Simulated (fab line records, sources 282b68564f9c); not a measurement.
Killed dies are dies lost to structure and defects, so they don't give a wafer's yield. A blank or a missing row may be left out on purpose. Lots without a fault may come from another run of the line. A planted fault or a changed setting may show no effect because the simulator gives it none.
fab line records | flow rit_cmos
record lots=14 wafers=42 last_day=7
route steps=202 shown PWELL@45 PRETRO@66 PLDD@159 M1@202
lots that met no fault: from a run of the same line without faults
start_h: hours from the record's first day to the start of the lot's first wafer shown | wait_h: hours since the lot's step before | " the same as in the row above | L1.1+2: a row that stands for several wafers | - no value, or no start given | * or withheld: withheld | < > ~ a bound
route shown NAME@n: a module of which the file shows steps, and the number in the route of the first | usual: mean/standard deviation of fault-free wafers | same: alike in all rows | chamber/n: place in a boat | sites: the reading at each site | _std_site: their standard deviation | _edge_site: outer sites' mean less inner sites' | radius_mm: how far each site lies from the wafer's centre | mask NAME#n: copy n | behind: the tool/chamber that last shaped the wafer | hold: why the lot was held/for how many hours/how that ended | device: the transistor (n, p or np) that didn't switch | end of line: the same wafers' tests at the end of the route | a step without rows: its recipe alone | killed: dies lost to structure and defects at the first sort, not the wafer's yield | map: a wafer's dies, x killed, . not, _ none there
set.NAME: the setting as run; set.NAME@STEP: as run at that earlier step | model.NAME: the simulator's own value behind a step, which no gauge read
steps of the route over a sample of lots; a table a step, a row a wafer
services: from which hour (start_h, from the record's first day; less than 0 if before it) a tool's chamber was out of use, for how many hours, and why
## steps
# step RIT_PWELL_OVL_MEAS_06
# usual PWELL_OVL=-0.1/1.5
# columns lot.wafer tool chamber start_h wait_h PWELL_OVL[nm]
L357.1 overlay-01 - 23.83 - 1.2
L357.5 " - " " 1.9
L357.6 " - " " -0.2
L358.1 overlay-01 - 30.25 - 0.4
L358.2 " - " " -0.7
L358.6 " - " " -0.8
L360.1 overlay-02 - 37.85 - -1.6
L360.3 " - " " -2.2
L360.6 " - " " -1.2
L361.2 overlay-01 - 42.69 - 0.7
L361.4 " - " " 0.1
L361.6 " - " " 0.8
L364.1 overlay-02 - 59.25 - 1.3
L364.4 " - " " -2.7
L364.6 " - " " -1.7
L365.1 overlay-01 - 66.06 - 1.9
L365.5 " - " " 3.2
L365.6 " - " " 0.4
L366.1 overlay-01 - 70.64 - 0.2
L366.2 " - " " 1.8
L366.3 " - " " -0.1
L368.2 overlay-01 - 77.46 - -0.4
L368.4 " - " " 1.3
L368.5 " - " " -0.7
L369.1 overlay-01 - 84.08 - 2.2
L369.2 " - " " -1.8
L369.4 " - " " 1.2
L370.1 overlay-01 - 88.92 - -0.3
L370.4 " - " " -0.6
L370.5 " - " " 0.0
L372.2 overlay-02 - 98.66 - -0.6
L372.5 " - " " 0.5
L372.6 " - " " 0.2
L373.2 overlay-02 - 103.68 - -0.8
L373.4 " - " " 0.6
L373.5 " - " " 0.2
L375.3 overlay-01 - 113.65 - 0.2
L375.5 " - " " -1.0
L375.6 " - " " -2.2
L379.1 overlay-01 - 133.30 - 1.2
L379.2 " - " " 1.5
L379.4 " - " " 3.2
# step RIT_PWELL_STRIP_09
# recipe chemistry=O2 time_s=180 resist=NOVOLAK platen_temp_c=withheld power_w=500 pressure_mtorr=4000 o2_flow_sccm=4000
# usual drypump_motor_current_A=6.0/0.46
# same time_s=180
# columns lot.wafer tool chamber start_h wait_h drypump_motor_current_A rf_hours_counter_h
L357.1 plasma_asher-03 0 24.27 0.1 6.5 37
L357.5 " 1 " " 6.3 -
L357.6 " 0 " " 6.5 -
L358.1 plasma_asher-02 0 30.69 0.1 5.3 39
L358.2 " 1 " " 6.5 39
L358.6 " 1 " " 6.5 -
L360.1 plasma_asher-02 0 38.29 0.1 5.3 40
L360.3 " 0 " " 5.3 -
L360.6 " 0 " " 5.3 -
L361.2 plasma_asher-03 0 43.12 0.1 6.5 39
L361.4 " 0 " " 6.5 -
L361.6 " 1 " " 6.3 -
L364.1 plasma_asher-02 0 59.68 0.1 5.3 42
L364.4 " 1 " " 6.5 -
L364.6 " 1 " " 6.5 -
L365.1 plasma_asher-02 1 66.68 0.1 6.5 43
L365.5 " 0 " " 5.2 -
L365.6 " 1 " " 6.4 -
L366.1 plasma_asher-04 0 71.08 0.1 6.0 29
L366.2 " 1 " " 6.1 29
L366.3 " 1 " " 6.2 -
L368.2 plasma_asher-04 1 77.89 0.1 6.2 30
L368.4 " 0 " " 6.0 -
L368.5 " 1 " " 6.2 -
L369.1 plasma_asher-02 0 84.52 0.1 5.3 45
L369.2 " 1 " " 6.5 45
L369.4 " 0 " " 5.3 -
L370.1 plasma_asher-02 0 89.35 0.1 5.3 46
L370.4 " 0 " " 5.3 -
L370.5 " 0 " " 5.3 -
L372.2 plasma_asher-03 0 99.25 0.1 6.5 42
L372.5 " 0 " " 6.5 -
L372.6 " 1 " " 6.3 -
L373.2 plasma_asher-02 0 104.11 0.1 5.3 48
L373.4 " 1 " " 6.4 -
L373.5 " 1 " " 6.4 -
L375.3 plasma_asher-02 1 114.14 0.1 6.5 -
L375.5 " 0 " " 5.3 -
L375.6 " 1 " " 6.5 -
L379.1 plasma_asher-02 1 133.73 0.1 6.5 51
L379.2 " 0 " " 5.3 51
L379.4 " 0 " " 5.3 -
# step RIT_PRETRO_SOFTBAKE_02
# recipe resist=NOVOLAK temp_c=90 time_s=60
# usual heater_power_total_W=34.56/0.046 plate_temp_C=90.01/0.12
# same time_s=60
# columns lot.wafer tool chamber start_h wait_h heater_power_total_W plate_temp_C
L357.1 litho_track-03 0 31.88 0.1 34.59 90.27
L357.5 " 0 " " 34.50 90.10
L357.6 " 0 " " 34.58 90.14
L358.1 litho_track-01 0 38.22 0.1 34.60 90.15
L358.2 " 0 " " 34.63 89.92
L358.6 " 0 " " 34.50 89.75
L360.1 litho_track-03 0 45.70 0.1 34.55 90.17
L360.3 " 0 " " 34.55 90.08
L360.6 " 0 " " 34.61 90.21
L361.2 litho_track-03 0 51.05 0.1 34.62 89.96
L361.4 " 0 " " 34.55 90.06
L361.6 " 0 " " 34.63 90.09
L364.1 litho_track-02 0 67.12 0.1 34.55 90.15
L364.4 " 0 " " 34.53 89.99
L364.6 " 0 " " 34.58 90.06
L365.1 litho_track-03 0 74.69 0.1 34.48 90.10
L365.5 " 0 " " 34.49 89.94
L365.6 " 0 " " 34.56 89.91
L366.1 litho_track-01 0 79.65 0.1 34.57 89.87
L366.2 " 0 " " 34.54 89.85
L366.3 " 0 " " 34.62 90.02
L368.2 litho_track-02 0 86.21 0.1 34.54 89.88
L368.4 " 0 " " 34.60 90.08
L368.5 " 0 " " 34.53 89.90
L369.1 litho_track-02 0 91.99 0.1 34.60 90.00
L369.2 " 0 " " 34.47 89.89
L369.4 " 0 " " 34.61 89.90
L370.1 litho_track-01 0 97.46 0.1 34.60 90.10
L370.4 " 0 " " 34.57 89.99
L370.5 " 0 " " 34.58 89.96
L372.2 litho_track-03 0 107.32 0.1 34.50 89.81
L372.5 " 0 " " 34.55 89.78
L372.6 " 0 " " 34.60 90.05
L373.2 litho_track-02 0 111.97 0.1 41.84 103.37
L373.4 " 0 " " 41.83 103.45
L373.5 " 0 " " 41.76 103.23
L375.3 litho_track-02 0 121.56 0.1 41.89 103.36
L375.5 " 0 " " 41.77 103.38
L375.6 " 0 " " 41.76 103.31
L379.1 litho_track-01 0 141.40 0.1 34.56 90.22
L379.2 " 0 " " 34.59 89.96
L379.4 " 0 " " 34.52 90.06
# step RIT_SDANNEAL_RS_MEAS_06
# recipe thk_meas_gauge=four-point-probe
# usual PLDD_RS=178.6/0.53
# columns lot.wafer tool chamber start_h wait_h PLDD_RS[ohm/sq]
L357.1 film_metro-01 - 55.92 0.1 178.6
L357.5 " - " " 179.0
L357.6 " - " " 178.4
L358.1 film_metro-02 - 63.36 0.1 178.1
L358.2 " - " " 177.8
L358.6 " - " " 177.9
L360.1 film_metro-02 - 69.00 0.1 178.0
L360.3 " - " " 177.6
L360.6 " - " " 178.8
L361.2 film_metro-01 - 75.01 0.1 178.9
L361.4 " - " " 179.5
L361.6 " - " " 179.0
L364.1 film_metro-01 - 86.23 0.1 178.9
L364.4 " - " " 178.6
L364.6 " - " " 178.4
L365.1 film_metro-02 - 96.87 0.1 178.5
L365.5 " - " " 178.6
L365.6 " - " " 179.6
L366.1 film_metro-01 - 100.17 0.1 178.4
L366.2 " - " " 178.8
L366.3 " - " " 178.6
L368.2 film_metro-01 - 106.87 0.1 178.7
L368.4 " - " " 178.8
L368.5 " - " " 178.8
L369.1 film_metro-02 - 111.47 0.1 179.3
L369.2 " - " " 179.6
L369.4 " - " " 178.7
L370.1 film_metro-01 - 120.72 0.1 178.2
L370.4 " - " " 178.3
L370.5 " - " " 178.5
L372.2 film_metro-01 - 129.83 0.1 177.6
L372.5 " - " " 177.4
L372.6 " - " " 178.0
L373.2 film_metro-03 - 132.03 0.1 179.4
L373.4 " - " " 178.7
L373.5 " - " " 179.3
L375.3 film_metro-02 - 143.29 0.1 178.3
L375.5 " - " " 178.2
L375.6 " - " " 178.9
L379.1 film_metro-01 - 166.02 0.1 178.6
L379.2 " - " " 178.9
L379.4 " - " " 178.4
# step RIT_M1_PROBE_99
# usual killed_at_M0_to_M3=0.0/0.23 killed_at_contacts=0.1/0.34 killed_at_front_end=6.9/2.8 killed_dies=7.1/2.8 killed_open=3.4/1.9 killed_short=3.6/1.7
# same gross_dies=264 killed_at_M4_up=0 killed_at_back_side=0 killed_at_other=0
# columns lot.wafer tool chamber start_h wait_h killed_at_M0_to_M3 killed_at_contacts killed_at_front_end killed_dies killed_open killed_short
L357.1 prober-01 - 63.51 0.1 0 0 4 4 1 3
L357.5 prober-01 - 63.71 0.2 0 0 14 14 4 10
L357.6 prober-01 - 63.76 0.2 0 1 8 9 5 4
L358.1 prober-02 - 70.86 0.1 0 0 6 6 1 5
L358.2 prober-02 - 70.91 0.1 0 0 11 11 6 5
L358.6 prober-02 - 71.11 0.2 0 0 8 8 6 2
L360.1 prober-02 - 76.22 0.1 0 0 5 5 1 4
L360.3 prober-02 - 76.32 0.2 0 0 5 5 1 4
L360.6 prober-02 - 76.47 0.2 0 0 7 7 4 3
L361.2 prober-01 - 82.16 0.1 0 0 5 5 2 3
L361.4 prober-01 - 82.26 0.2 0 0 6 6 4 2
L361.6 prober-01 - 82.36 0.2 0 0 7 7 3 4
L364.1 prober-02 - 93.37 0.1 1 0 6 7 2 5
L364.4 prober-02 - 93.52 0.2 0 0 6 6 4 2
L364.6 prober-02 - 93.62 0.2 0 0 5 5 1 4
L365.1 prober-01 - 104.25 0.1 0 0 6 6 3 3
L365.5 prober-01 - 104.45 0.2 0 0 6 6 3 3
L365.6 prober-01 - 104.50 0.2 0 0 9 9 6 3
L366.1 prober-02 - 107.43 0.1 1 0 7 8 3 5
L366.2 prober-02 - 107.48 0.1 0 0 7 7 4 3
L366.3 prober-02 - 107.53 0.2 0 0 7 7 3 4
L368.2 prober-02 - 114.19 0.1 0 0 6 6 4 2
L368.4 prober-02 - 114.29 0.2 0 0 4 4 4 0
L368.5 prober-02 - 114.34 0.2 0 0 8 8 3 5
L369.1 prober-01 - 118.81 0.1 0 0 8 8 3 5
L369.2 prober-01 - 118.86 0.1 0 0 8 8 3 5
L369.4 prober-01 - 118.96 0.2 0 0 9 9 2 7
L370.1 prober-02 - 128.48 0.1 0 1 1 2 1 1
L370.4 prober-02 - 128.63 0.2 0 0 8 8 4 4
L370.5 prober-02 - 128.68 0.2 0 0 6 6 1 5
L372.2 prober-02 - 137.31 0.1 0 1 3 4 1 3
L372.5 prober-02 - 137.46 0.2 0 1 2 3 2 1
L372.6 prober-02 - 137.51 0.2 0 0 11 11 7 4
L373.2 prober-01 - 139.39 0.1 0 1 2 3 2 1
L373.4 prober-01 - 139.49 0.2 0 0 9 9 4 5
L373.5 prober-01 - 139.54 0.2 0 0 7 7 3 4
L375.3 prober-01 - 150.48 0.2 0 0 6 6 2 4
L375.5 prober-01 - 150.58 0.2 0 0 1 1 1 0
L375.6 prober-01 - 150.63 0.2 0 0 6 6 4 2
L379.1 prober-02 - 173.28 0.1 0 0 6 6 3 3
L379.2 prober-02 - 173.33 0.1 0 0 5 5 1 4
L379.4 prober-02 - 173.43 0.2 0 0 6 6 3 3
# killed by level:class
L357.1 GATE:geometric_particle:short=1 REOX:geometric_particle:short=1 SPACER:geometric_particle:open=1 SPACER:geometric_particle:short=1
L357.5 GATE:geometric_particle:short=3 SPACER:geometric_particle:short=3 FOX1:geometric_particle:open=2 SILICIDE:geometric_particle:short=2 FOX1:geometric_particle:short=1 GATE:geometric_particle:open=1 REOX:geometric_particle:short=1 SPACER:geometric_particle:open=1
L357.6 FOX1:geometric_particle:short=2 SPACER:geometric_particle:open=2 FOX2:geometric_particle:open=1 FOX2:geometric_particle:short=1 REOX:geometric_particle:open=1 REOX:geometric_particle:short=1 CONTACT:geometric_particle:open=1
L358.1 FOX1:geometric_particle:short=2 SILICIDE:geometric_particle:short=2 FOX1:geometric_particle:open=1 REOX:geometric_particle:short=1
L358.2 REOX:geometric_particle:open=3 GATE:geometric_particle:short=2 GATE:geometric_particle:open=2 SILICIDE:geometric_particle:short=2 FOX2:geometric_particle:open=1 SPACER:geometric_particle:short=1
L358.6 REOX:geometric_particle:open=3 FOX1:geometric_particle:open=1 GATE:geometric_particle:open=1 GATE:geometric_particle:short=1 REOX:geometric_particle:short=1 SILICIDE:geometric_particle:open=1
L360.1 GATE:geometric_particle:short=2 FOX1:geometric_particle:short=1 GATE:geometric_particle:open=1 REOX:geometric_particle:short=1
L360.3 FOX1:geometric_particle:short=1 GATE:geometric_particle:short=1 GATE:geometric_particle:open=1 SPACER:geometric_particle:short=1 SILICIDE:geometric_particle:short=1
L360.6 REOX:geometric_particle:open=4 GATE:geometric_particle:short=1 REOX:geometric_particle:short=1 SPACER:geometric_particle:short=1
L361.2 GATE:geometric_particle:short=3 GATE:geometric_particle:open=1 REOX:geometric_particle:open=1
L361.4 GATE:geometric_particle:open=2 FOX2:geometric_particle:short=1 FOX2:geometric_particle:open=1 REOX:geometric_particle:short=1 SILICIDE:geometric_particle:open=1
L361.6 FOX1:geometric_particle:short=2 FOX2:geometric_particle:open=2 GATE:geometric_particle:short=1 SPACER:geometric_particle:short=1 SILICIDE:geometric_particle:open=1
L364.1 FOX1:geometric_particle:open=1 FOX2:geometric_particle:short=1 GATE:geometric_particle:short=1 GATE:geometric_particle:open=1 SPACER:geometric_particle:short=1 SILICIDE:geometric_particle:short=1 M1:geometric_particle:short=1
L364.4 REOX:geometric_particle:open=3 FOX1:geometric_particle:short=1 SPACER:geometric_particle:open=1 SPACER:geometric_particle:short=1
L364.6 GATE:geometric_particle:short=3 FOX1:geometric_particle:open=1 SILICIDE:geometric_particle:short=1
L365.1 FOX1:geometric_particle:open=2 FOX1:geometric_particle:short=1 GATE:geometric_particle:short=1 REOX:geometric_particle:open=1 REOX:geometric_particle:short=1
L365.5 SILICIDE:geometric_particle:short=2 FOX1:geometric_particle:open=1 FOX2:geometric_particle:short=1 GATE:geometric_particle:open=1 SPACER:geometric_particle:open=1
L365.6 GATE:geometric_particle:open=6 FOX2:geometric_particle:short=1 REOX:geometric_particle:short=1 SILICIDE:geometric_particle:short=1
L366.1 GATE:geometric_particle:short=3 FOX1:geometric_particle:open=1 GATE:geometric_particle:open=1 REOX:geometric_particle:short=1 SPACER:geometric_particle:open=1 M1:geometric_particle:short=1
L366.2 REOX:geometric_particle:short=2 FOX1:geometric_particle:short=1 FOX2:geometric_particle:open=1 GATE:geometric_particle:open=1 REOX:geometric_particle:open=1 SILICIDE:geometric_particle:open=1
L366.3 REOX:geometric_particle:open=3 GATE:geometric_particle:short=2 SPACER:geometric_particle:short=1 SILICIDE:geometric_particle:short=1
L368.2 FOX1:geometric_particle:open=1 FOX1:geometric_particle:short=1 GATE:geometric_particle:open=1 SPACER:geometric_particle:open=1 SPACER:geometric_particle:short=1 SILICIDE:geometric_particle:open=1
L368.4 GATE:geometric_particle:open=2 REOX:geometric_particle:open=1 SILICIDE:geometric_particle:open=1
L368.5 SILICIDE:geometric_particle:short=3 GATE:geometric_particle:short=2 GATE:geometric_particle:open=2 REOX:geometric_particle:open=1
L369.1 GATE:geometric_particle:short=3 FOX1:geometric_particle:open=1 FOX1:geometric_particle:short=1 FOX2:geometric_particle:open=1 GATE:geometric_particle:open=1 SILICIDE:geometric_particle:short=1
L369.2 GATE:geometric_particle:short=3 SPACER:geometric_particle:open=2 FOX2:geometric_particle:short=1 GATE:geometric_particle:open=1 SPACER:geometric_particle:short=1
L369.4 SPACER:geometric_particle:short=3 GATE:geometric_particle:short=2 FOX2:geometric_particle:short=1 GATE:geometric_particle:open=1 SPACER:geometric_particle:open=1 SILICIDE:geometric_particle:short=1
L370.1 FOX1:geometric_particle:short=1 CONTACT:geometric_particle:open=1
L370.4 GATE:geometric_particle:short=2 SILICIDE:geometric_particle:open=2 FOX1:geometric_particle:short=1 REOX:geometric_particle:open=1 SPACER:geometric_particle:open=1 SPACER:geometric_particle:short=1
L370.5 GATE:geometric_particle:short=2 REOX:geometric_particle:short=1 SPACER:geometric_particle:short=1 SPACER:geometric_particle:open=1 SILICIDE:geometric_particle:short=1
L372.2 FOX1:geometric_particle:open=1 GATE:geometric_particle:short=1 SPACER:geometric_particle:short=1 CONTACT:geometric_particle:short=1
L372.5 REOX:geometric_particle:open=1 SPACER:geometric_particle:open=1 CONTACT:geometric_particle:short=1
L372.6 FOX1:geometric_particle:open=2 GATE:geometric_particle:open=2 REOX:geometric_particle:open=2 SPACER:geometric_particle:short=2 GATE:geometric_particle:short=1 REOX:geometric_particle:short=1 SPACER:geometric_particle:open=1
L373.2 GATE:geometric_particle:open=1 SPACER:geometric_particle:open=1 CONTACT:geometric_particle:short=1
L373.4 GATE:geometric_particle:short=5 GATE:geometric_particle:open=4
L373.5 GATE:geometric_particle:short=4 GATE:geometric_particle:open=2 FOX2:geometric_particle:open=1
L375.3 GATE:geometric_particle:short=2 SILICIDE:geometric_particle:short=2 GATE:geometric_particle:open=1 SILICIDE:geometric_particle:open=1
L375.5 SILICIDE:geometric_particle:open=1
L375.6 FOX1:geometric_particle:open=2 FOX1:geometric_particle:short=1 GATE:geometric_particle:open=1 GATE:geometric_particle:short=1 SPACER:geometric_particle:open=1
L379.1 GATE:geometric_particle:short=3 GATE:geometric_particle:open=1 REOX:geometric_particle:open=1 SPACER:geometric_particle:open=1
L379.2 SILICIDE:geometric_particle:short=2 GATE:geometric_particle:open=1 GATE:geometric_particle:short=1 SPACER:geometric_particle:short=1
L379.4 ACTIVE:geometric_particle:short=1 FOX1:geometric_particle:short=1 REOX:geometric_particle:open=1 SPACER:geometric_particle:short=1 SPACER:geometric_particle:open=1 SILICIDE:geometric_particle:open=1
## services
# columns tool chamber start_h hours kind
plasma_asher-02 - 40.67 2.8 pm
plasma_asher-03 - 57.75 28.1 pm
plasma_asher-03 - 105.49 1.6 repair
plasma_asher-03 - 108.75 9.0 pm
plasma_asher-03 0 108.75 9.0 vent_cycle
plasma_asher-03 1 108.75 9.0 vent_cycle
plasma_asher-03 0 117.75 - clean
plasma_asher-03 1 117.75 - clean
## key
first_sign step=RIT_PRETRO_SOFTBAKE_02 reading=heater_power_total_W direction=up sigmas=99+ usual=34.56 struck=41.81
effect step=RIT_PRETRO_SOFTBAKE_02 reading=plate_temp_C direction=up sigmas=99+ usual=* struck=*
met_at RIT_PRETRO_SOFTBAKE_02
struck_lots L373,L375
tester_left_out L373,L375
not_acting_at RIT_PWELL_OVL_MEAS_06,RIT_PWELL_STRIP_09,RIT_SDANNEAL_RS_MEAS_06
onset_between 91.99 111.97
fault kind=process_parameter_drift tool=litho_track-02 chamber=- onset_h=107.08 steps=RIT_PRETRO_SOFTBAKE_02 channel=temp_c offset=* shape=step end_h=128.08 acts_in=* stated=*
# tester_left_out: of these lots the tester's yield and bins aren't shown, on N5 and GAA mostly nor the transistor test; their killed dies are dies lost to structure and defects alone, not to doping, threshold or leakage, so they don't give the yield
